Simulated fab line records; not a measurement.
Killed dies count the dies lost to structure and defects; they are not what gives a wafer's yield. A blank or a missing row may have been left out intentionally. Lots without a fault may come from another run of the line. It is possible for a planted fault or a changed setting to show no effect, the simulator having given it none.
fab line records ; flow berkeley_cmos170
record: lots: 7; wafers: 21; last_day: 12
route steps=331 shown NVT@107 PVT@115
lots that met no fault: taken from a fault-free run of the same line
start_h: hours from the record's opening day to when the first of the lot's shown wafers began ; wait_h: how many hours have passed since the lot's step before this one ; " unchanged from the row above ; L1.1+2: one row covering several wafers at once ; - value missing, or start not given ; * or withheld: withheld ; < > ~ a bound
route shown NAME@n: a module of which the file shows steps, and the number in the route of the first ; usual: the fault-free wafers' mean and standard deviation ; same: alike in all rows ; chamber/n: place in a boat ; sites: the reading at each site ; _std_site: the values' standard deviation ; _edge_site: inner sites' mean taken away from outer sites' mean ; radius_mm: for every site, how far away it sits from the centre of the wafer ; mask NAME#n: copy n ; behind: tool/chamber where the wafer was last shaped ; hold: what put the lot on hold/how long, in hours/how the hold closed ; device: whichever transistor did not switch (one of n, p or np) ; end of line: the route-end tests of the same wafers ; a step with no rows: only its recipe ; killed: dies that structure and defects cost at the first sort, which is not the same as the wafer's yield ; map: dies across one wafer; x = killed, . = not, _ = none there
set.NAME: the setting the step ran with; set.NAME@STEP: the setting that earlier step ran with ; model.NAME: the simulator's own value behind a step, which no gauge read
certain route steps with their lots: each step a table, each wafer a row
== steps ==
step: UCB170_NVT_EXPOSE_03
recipe: mask_id: PWELL; target_cd_nm: 3000; na: 0.5; sigma_outer: 0.6; source_shape: conventional; dose_mj: 30
step: UCB170_NVT_PEB_04
recipe: peb_temp_c: 130; peb_time_s: withheld; resist: KrF
step: UCB170_NVT_DEVELOP_05
recipe: developer: TMAH; develop_time_s: 45; resist: KrF; dev_temp_c: 21
step: UCB170_NVT_OVL_MEAS_06
usual: NVT_OVL: 2/4.8
lot.wafer;tool;chamber;start_h;wait_h;NVT_OVL[nm]
L155.2;overlay-02;-;161.37;-;0
L155.4;overlay-02;-;161.37;-;-5
L155.5;overlay-02;-;161.37;-;-3
L161.2;overlay-01;-;192.47;-;9
L161.4;overlay-01;-;192.47;-;0
L161.6;overlay-01;-;192.47;-;8
L164.2;overlay-02;-;206.52;-;8
L164.3;overlay-02;-;206.52;-;7
L164.6;overlay-02;-;206.52;-;7
L165.1;overlay-01;-;219.43;-;-6
L165.2;overlay-01;-;219.43;-;0
L165.4;overlay-01;-;219.43;-;1
L166.1;overlay-02;-;219.64;-;0
L166.2;overlay-02;-;219.64;-;1
L166.5;overlay-02;-;219.64;-;1
L167.1;overlay-01;-;227.96;-;0
L167.3;overlay-01;-;227.96;-;3
L167.5;overlay-01;-;227.96;-;5
L172.2;overlay-02;-;241.27;-;4
L172.3;overlay-02;-;241.27;-;8
L172.4;overlay-02;-;241.27;-;6
step: UCB170_NVT_IMPLANT_07
recipe: species: BF2; dose_cm2: 3e+12; energy_kev: 50; tilt_deg: 7
step: UCB170_NVT_STRIP_08
recipe: chemistry: O2; power_w: 400; pressure_mtorr: 3500; platen_temp_c: withheld; o2_flow_sccm: 400; overash_fraction: 0.5
usual: drypump_motor_current_A: 5.8/0.32; oes_product_au: 0.734/0.0048; strip_time_to_endpoint_s: 21.59/0.061
same: overash_fraction: 0.5
lot.wafer;tool;chamber;start_h;wait_h;drypump_motor_current_A;oes_product_au;rf_hours_counter_h;strip_time_to_endpoint_s
L155.2;plasma_asher-02;0;161.55;0.1;5.5;0.737;43;21.63
L155.4;plasma_asher-02;0;161.55;0.1;5.5;0.735;-;21.64
L155.5;plasma_asher-02;0;161.55;0.1;5.5;0.727;-;21.64
L161.2;plasma_asher-03;0;192.65;0.1;5.9;0.735;8;21.70
L161.4;plasma_asher-03;0;192.65;0.1;5.9;0.734;-;21.66
L161.6;plasma_asher-03;1;192.65;0.1;6.1;0.738;-;21.70
L164.2;plasma_asher-02;1;206.70;0.1;6.1;0.732;48;21.71
L164.3;plasma_asher-02;1;206.70;0.1;6.1;0.736;-;21.71
L164.6;plasma_asher-02;0;206.70;0.1;5.5;0.743;-;21.58
L165.1;plasma_asher-03;0;219.62;0.1;5.8;0.735;12;21.50
L165.2;plasma_asher-03;1;219.62;0.1;6.1;0.735;12;21.58
L165.4;plasma_asher-03;1;219.62;0.1;6.1;0.729;-;21.67
L166.1;plasma_asher-02;1;219.82;0.1;6.1;0.733;50;21.54
L166.2;plasma_asher-02;0;219.82;0.1;5.5;0.734;50;21.58
L166.5;plasma_asher-02;0;219.82;0.1;5.5;0.731;-;21.54
L167.1;plasma_asher-02;1;228.14;0.1;6.1;0.743;50;21.66
L167.3;plasma_asher-02;1;228.14;0.1;6.1;0.735;-;21.63
L167.5;plasma_asher-02;0;228.14;0.1;5.5;0.740;-;21.65
L172.2;plasma_asher-02;0;241.45;0.1;5.5;0.727;52;21.54
L172.3;plasma_asher-02;0;241.45;0.1;5.6;0.744;-;21.53
L172.4;plasma_asher-02;1;241.45;0.1;6.1;0.730;-;21.61
step: UCB170_NVT_TW_MEAS_09
usual: NVT_TW: 523/4.6
lot.wafer;tool;chamber;start_h;wait_h;NVT_TW
L155.2;film_metro-02;-;161.66;0.1;521
L155.4;film_metro-02;-;161.66;0.1;520
L155.5;film_metro-02;-;161.66;0.1;519
L161.2;film_metro-02;-;192.76;0.1;523
L161.4;film_metro-02;-;192.76;0.1;521
L161.6;film_metro-02;-;192.76;0.1;520
L164.2;film_metro-04;-;206.81;0.1;528
L164.3;film_metro-04;-;206.81;0.1;529
L164.6;film_metro-04;-;206.81;0.1;530
L165.1;film_metro-01;-;219.72;0.1;521
L165.2;film_metro-01;-;219.72;0.1;519
L165.4;film_metro-01;-;219.72;0.1;522
L166.1;film_metro-02;-;219.92;0.1;521
L166.2;film_metro-02;-;219.92;0.1;516
L166.5;film_metro-02;-;219.92;0.1;518
L167.1;film_metro-01;-;228.24;0.1;522
L167.3;film_metro-01;-;228.24;0.1;521
L167.5;film_metro-01;-;228.24;0.1;525
L172.2;film_metro-04;-;241.56;0.1;530
L172.3;film_metro-04;-;241.56;0.1;530
L172.4;film_metro-04;-;241.56;0.1;530
step: UCB170_NVT_CLEAN_10
recipe: chemistry: SPM; temp_c: 120; time_s: 600
step: UCB170_PVT_HMDS_00
recipe: prime_time_s: 60; prime_temp_c: 100
step: UCB170_PVT_COAT_01
recipe: resist: KrF; spin_rpm: 1500; resist_thk_nm: 900
step: UCB170_PVT_SOFTBAKE_02
recipe: resist: KrF; temp_c: 130; time_s: 60
step: UCB170_PVT_EXPOSE_03
recipe: mask_id: NWELL; target_cd_nm: 3000; na: 0.5; sigma_outer: 0.6; source_shape: conventional; dose_mj: 30
step: UCB170_PVT_PEB_04
recipe: peb_temp_c: 130; peb_time_s: withheld; resist: KrF
usual: chill_plate_temp_C: 23.00/0.12; exhaust_pa: 45.1/0.94; heater_power_total_W: 56.80/0.043
lot.wafer;tool;chamber;start_h;wait_h;chill_plate_temp_C;exhaust_pa;heater_power_total_W
L155.2;litho_track-02;0;164.16;0.9;22.99;46.3;56.77
L155.4;litho_track-02;0;164.16;0.9;22.87;45.8;56.69
L155.5;litho_track-02;0;164.16;0.9;22.94;45.0;56.80
L161.2;litho_track-02;0;196.73;0.5;23.09;44.3;56.69
L161.4;litho_track-02;0;196.73;0.5;23.07;43.9;56.83
L161.6;litho_track-02;0;196.73;0.5;22.97;44.9;56.87
L164.2;litho_track-01;-;207.74;0.1;-;-;-
L164.3;litho_track-01;-;207.74;0.1;-;-;-
L164.6;litho_track-01;-;207.74;0.1;-;-;-
L165.1;litho_track-01;-;220.52;0.1;-;-;-
L165.2;litho_track-01;-;220.52;0.1;-;-;-
L165.4;litho_track-01;-;220.52;0.1;-;-;-
L166.1;litho_track-01;-;220.79;0.1;-;-;-
L166.2;litho_track-01;-;220.79;0.1;-;-;-
L166.5;litho_track-01;-;220.79;0.1;-;-;-
L167.1;litho_track-01;0;232.28;0.1;23.03;45.3;56.87
L167.3;litho_track-01;0;232.28;0.1;22.93;44.8;56.86
L167.5;litho_track-01;0;232.28;0.1;22.97;44.4;56.75
L172.2;litho_track-02;0;242.41;0.1;23.14;47.0;56.81
L172.3;litho_track-02;0;242.41;0.1;23.05;44.9;56.80
L172.4;litho_track-02;0;242.41;0.1;22.95;47.3;56.82
step: UCB170_PVT_DEVELOP_05
recipe: developer: TMAH; develop_time_s: 45; resist: KrF; dev_temp_c: 20.04
== key ==
first_sign: step: UCB170_PVT_PEB_04; reading: tool_record; direction: missing
effect none on later readings
met_at UCB170_PVT_PEB_04
struck_wafers L164.2,L164.3,L164.6,L165.1,L165.2,L165.4,L166.1,L166.2,L166.5
sort_left_out L164.2,L164.3,L164.6,L165.1,L165.2,L165.4,L166.1,L166.2,L166.5
tester_left_out L164,L165,L166
fault: kind: skipped_step_whole; tool: litho_track-01; chamber: -; onset_h: 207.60; steps: UCB170_PVT_PEB_04; scope: struck_lots_only
tester_left_out: of these lots the tester's yield and bins aren't shown, on N5 and GAA mostly nor the transistor test; their killed dies are dies lost to structure and defects alone, not to doping, threshold or leakage, so they don't give the yield
sort_left_out: the simulated sort isn't trusted on such a fault, so these wafers' sort isn't shown, and their yield isn't known
